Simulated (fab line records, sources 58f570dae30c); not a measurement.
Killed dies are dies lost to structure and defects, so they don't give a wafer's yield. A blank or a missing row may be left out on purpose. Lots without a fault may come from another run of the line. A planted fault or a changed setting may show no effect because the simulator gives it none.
One fault seen from 2 desks | flow berkeley_cmos170 | each desk has only its own numbers; what lay behind them comes last

THE METROLOGY DESK
What the gauges read, lot by lot, whatever tool the lot ran on: means of the sampled wafers that have a number. A lot is out of limits, marked OUT, if its mean lies more than 4 standard deviations from the usual mean; the brackets give that distance.
Columns: A = V2_TEOS_THK at UCB170_V2_THK_MEAS_01, usual 2001 nm; B = V2_POLISHED_THK at UCB170_V2_THK_MEAS_04, usual 999.9 nm
lot  | first seen here | A               | B
L988 | day 7 12:40     | 1982            | 1000.5
L989 | day 7 13:22     | 1969            | 999.4
L990 | day 7 22:02     | 1995            | 998.3
L992 | day 8 05:52     | 2022            | 1000.5
L991 | day 8 13:05     | 1993            | 1002.0
L995 | day 9 08:13     | 2015            | 1001.0
L998 | day 9 12:35     | 2006            | 999.8
L997 | day 9 12:56     | 1995            | 999.7
L999 | day 9 20:08     | 1990            | 1000.2
L100 | day 9 20:38     | 2025            | 1000.1
L104 | day 11 01:06    | 1799 (-8.8) OUT | 771.3 (-99 or more) OUT
L107 | day 11 18:57    | 1782 (-9.5) OUT | 772.6 (-99 or more) OUT
L108 | day 12 10:23    | 1756 (-11) OUT  | 774.5 (-99 or more) OUT
L109 | day 12 10:37    | 1997            | 999.4
L111 | day 13 07:25    | 1986            | 1000.6
This desk's finding: out of limits on L104, L107, L108; first on L104, day 11 01:06 (V2_TEOS_THK at UCB170_V2_THK_MEAS_01). In limits: L988, L989, L990, L992, L991, L995, L998, L997, L999, L100, L109, L111.

THE TOOL OWNER'S DESK: pecvd-01
The tool's own readings at UCB170_V2_CVD_00 (deposits SiO2 from TEOS/O2, target thk 2000 nm, time 250 s): means of the sampled wafers that have a number, for each lot that ran on this tool. A lot is out of limits, marked OUT, if its mean lies more than 4 standard deviations from the usual mean; the brackets give that distance.
Columns: A = heater_power_w at UCB170_V2_CVD_00, usual 278 W; B = pressure_mtorr at UCB170_V2_CVD_00, usual 8999 mTorr
lot  | first seen here | A   | B
L991 | day 8 12:56     | 278 | 8982
L995 | day 9 08:03     | 292 | 9003
L100 | day 9 20:28     | 226 | 8999
L104 | day 11 00:56    | 254 | 8995
L107 | day 11 18:47    | 231 | 8984
L108 | day 12 10:13    | 315 | 9000
This desk's finding: nothing out of limits on any of the 6 lots.

PUT TOGETHER
The metrology desk could have raised an alarm at day 11 01:06, on L104, L107, L108.
The tool owner's desk saw nothing out of limits.
The tool owner's desk has L104, L107, L108 on record, within its limits.
Of the lots named, all ran UCB170_V2_CVD_00 on pecvd-01.

WHAT THE SIMULATOR HAD PUT IN
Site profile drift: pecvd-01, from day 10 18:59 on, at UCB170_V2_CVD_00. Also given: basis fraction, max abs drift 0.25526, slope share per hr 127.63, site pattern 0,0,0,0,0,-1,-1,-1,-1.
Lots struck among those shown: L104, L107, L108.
Hours from the fault's start to each desk's first reading out of limits: the metrology desk, 6.
